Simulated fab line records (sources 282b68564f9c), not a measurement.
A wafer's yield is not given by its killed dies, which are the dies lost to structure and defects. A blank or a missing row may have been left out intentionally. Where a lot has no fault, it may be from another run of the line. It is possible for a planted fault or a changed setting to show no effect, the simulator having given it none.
What tool caused it? + flow ritCmos + 14 lots with 42 wafers sampled at 3 steps, on a route of 202 steps

== WHAT EACH GAUGE READ, for each wafer ==
RIT_SDANNEAL_RS_MEAS_04: measures by four-point-probe.
| lot  | measured    | on           | PSD_RS (ohm/sq)                     |
|------|-------------|--------------|-------------------------------------|
| L693 | day 3 06:25 | filmMetro-04 | 115.5 115.8 115.6                   |
| L694 | day 3 08:53 | filmMetro-03 | 115.8 115.6 115.8                   |
| L695 | day 3 14:49 | filmMetro-03 | 115.3 115.3 115.5                   |
| L696 | day 3 18:08 | filmMetro-01 | 116.1 116.2 116.3                   |
| L697 | day 4 00:05 | filmMetro-01 | 116.2 115.8 115.6                   |
| L698 | day 4 06:43 | filmMetro-03 | 115.5 115.8 115.6                   |
| L701 | day 4 21:32 | filmMetro-03 | 115.6 115.8 116.2                   |
| L702 | day 5 03:27 | filmMetro-03 | 116.2 116.3 116.3                   |
| L703 | day 5 11:32 | filmMetro-04 | 116.0 116.4 116.3                   |
| L705 | day 5 18:53 | filmMetro-04 | 116.1 116.3 116.1                   |
| L706 | day 6 00:11 | filmMetro-03 | 115.8 116.1 116.1                   |
| L707 | day 6 07:05 | filmMetro-03 | 115.3 115.6 115.6                   |
| L712 | day 7 02:49 | filmMetro-04 | 112.6 112.3 112.5 112.7 112.4 111.9 |
| L714 | day 7 16:35 | filmMetro-03 | 112.8 112.5 112.9 112.7 112.7 112.9 |

RIT_SDANNEAL_RS_MEAS_06: measures by four-point-probe.
| lot  | measured    | on           | PLDD_RS (ohm/sq)                    |
|------|-------------|--------------|-------------------------------------|
| L693 | day 3 06:40 | filmMetro-04 | 178.1 178.4 179.1                   |
| L694 | day 3 09:07 | filmMetro-03 | 178.0 178.4 178.9                   |
| L695 | day 3 15:04 | filmMetro-03 | 177.1 178.1 177.3                   |
| L696 | day 3 18:22 | filmMetro-01 | 178.7 178.7 178.7                   |
| L697 | day 4 00:20 | filmMetro-01 | 179.7 179.1 179.0                   |
| L698 | day 4 06:58 | filmMetro-03 | 178.2 178.3 178.1                   |
| L701 | day 4 21:47 | filmMetro-03 | 177.5 177.7 178.2                   |
| L702 | day 5 03:41 | filmMetro-03 | 178.4 178.2 178.1                   |
| L703 | day 5 11:46 | filmMetro-04 | 178.5 178.5 178.7                   |
| L705 | day 5 19:08 | filmMetro-04 | 178.9 178.7 178.9                   |
| L706 | day 6 00:25 | filmMetro-03 | 178.5 177.4 178.1                   |
| L707 | day 6 07:20 | filmMetro-03 | 178.1 178.2 178.6                   |
| L712 | day 7 11:25 | filmMetro-04 | 175.2 174.7 174.2 174.9 174.6 174.5 |
| L714 | day 7 21:51 | filmMetro-03 | 175.7 175.1 175.5 175.4 175.2 175.8 |

== TOOL THAT RAN EACH LOT (tool first, then ch and the chambers of the sampled wafers, then the start) ==
| lot  | RIT_SDANNEAL_RTA_03            |
|------|--------------------------------|
| L693 | rtpAnneal-01 ch 0, day 3 06:19 |
| L694 | rtpAnneal-02 ch 0, day 3 08:49 |
| L695 | rtpAnneal-01 ch 0, day 3 14:42 |
| L696 | rtpAnneal-02 ch 0, day 3 18:04 |
| L697 | rtpAnneal-01 ch 0, day 4 00:02 |
| L698 | rtpAnneal-02 ch 0, day 4 06:40 |
| L701 | rtpAnneal-01 ch 0, day 4 21:28 |
| L702 | rtpAnneal-02 ch 0, day 5 03:23 |
| L703 | rtpAnneal-01 ch 0, day 5 11:28 |
| L705 | rtpAnneal-01 ch 0, day 5 18:49 |
| L706 | rtpAnneal-02 ch 0, day 6 00:07 |
| L707 | rtpAnneal-02 ch 0, day 6 07:02 |
| L712 | rtpAnneal-02 ch 0, day 7 02:44 |
| L714 | rtpAnneal-02 ch 0, day 7 16:31 |
- RIT_SDANNEAL_RTA_03: time 5 s.

== WHAT THE TOOLS THEMSELVES READ (means of the sampled wafers that have a number; where no wafer has one, the mark that the record gives instead) ==
RIT_SDANNEAL_RTA_03.
| lot  | tool         | wafer_temp_C_max |
|------|--------------|------------------|
| L693 | rtpAnneal-01 | 1054.4           |
| L694 | rtpAnneal-02 | 1054.7           |
| L695 | rtpAnneal-01 | 1054.3           |
| L696 | rtpAnneal-02 | 1053.0           |
| L697 | rtpAnneal-01 | 1053.4           |
| L698 | rtpAnneal-02 | 1054.1           |
| L701 | rtpAnneal-01 | 1053.4           |
| L702 | rtpAnneal-02 | 1053.4           |
| L703 | rtpAnneal-01 | 1052.9           |
| L705 | rtpAnneal-01 | 1053.3           |
| L706 | rtpAnneal-02 | 1053.2           |
| L707 | rtpAnneal-02 | 1051.9           |
| L712 | rtpAnneal-02 | 1054.4           |
| L714 | rtpAnneal-02 | 1053.3           |

== THE ANSWER, worked out from the rows above alone ==
Rule: what is usual is taken from the lots themselves. Put in order of their means at a reading, lots are off if they are a third of the lots or fewer, leave a main group of 4 or more, and stand apart from it by a gap of 3 or more times the standard deviation of the main group's means; of several such gaps the widest counts. A main group is skipped when, at the precision printed for the reading in the tables above, its means are all equal. A lot without any number at a reading at which 4 lots or more have one is off too. All remaining lots with rows at the step are treated as sound. After the gauges, taken in route order, come the tools' own readings; for these a lot's mean is taken, as printed above. The first step at which some lot is off is used, and at that step the reading that is off furthest; a lot without a number counts as furthest.
Off: at RIT_SDANNEAL_RS_MEAS_04 (PSD_RS), L712, L714. Mean 115.9 ohm/sq and standard deviation 0.29 in the main group.
If a tool, at a process step before that reading, ran all the lots that are off and no sound lot after the first of them, it fits. Gauges at RIT_SDANNEAL_RS_MEAS_04: tried the same way as those tools. One candidate fits, namely rtpAnneal-02 at RIT_SDANNEAL_RTA_03. A fault onset in the window from L707 (day 6 07:02, its last sound lot) to L712 (day 7 02:44, its first lot off) fits.

== WHAT THE SIMULATOR HAD PUT IN ==
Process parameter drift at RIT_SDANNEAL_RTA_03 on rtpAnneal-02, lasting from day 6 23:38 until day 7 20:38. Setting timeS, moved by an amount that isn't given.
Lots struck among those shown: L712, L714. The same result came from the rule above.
